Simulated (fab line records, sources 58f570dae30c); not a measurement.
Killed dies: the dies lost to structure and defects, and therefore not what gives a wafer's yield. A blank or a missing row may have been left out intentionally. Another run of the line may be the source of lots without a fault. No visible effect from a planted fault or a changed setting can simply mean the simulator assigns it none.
Chamber matching | flow berkeley cmos170 | 4 sister chambers for UCB170_GATE_ETCH_15 on rie si-01
The step etches poly-Si in HBr/Cl2, stops on SiO2, time 56.3 s, target depth 278.2 nm. 4 wafers are shown with their chamber, then 7 later ones without.

== EACH WAFER AND ITS CHAMBER ==
wafer  | chamber | throttle valve pct (%)
L947.1 | 0       | 25.95
L950.5 | 1       | 26.20
L961.1 | 3       | 26.56
L961.3 | 2       | 26.81

== WAFERS WITHOUT THEIR CHAMBER ==
wafer  | throttle valve pct (%)
L961.4 | 26.19
L963.3 | 26.20
L963.4 | 26.81
L963.6 | 26.83
L964.1 | 26.82
L964.3 | 26.20
L964.5 | 26.19

== EACH ONE'S CHAMBER ==
wafer  | from the rows above | in truth
L961.4 | 1                   | 1
L963.3 | 1                   | 1
L963.4 | 2                   | 2
L963.6 | 2                   | 2
L964.1 | 2                   | 2
L964.3 | 1                   | 1
L964.5 | 1                   | 1
Correctly placed: 7 of 7. Not placeable from these rows: 0. Wrongly placed: 0.
How it was worked out, from the rows above alone: a wafer's distance from a chamber is the root of the sum, over the readings, of the square of ((its reading less the chamber's mean) divided by the reading's scatter). The wafer belongs to the nearest chamber; if the next one is less than 2 further off, it can't be placed. A chamber's mean is the mean of its shown wafers. The scatter: with one shown wafer a chamber, the root of the mean of the squares of how far each hidden wafer lies from its nearest shown one.
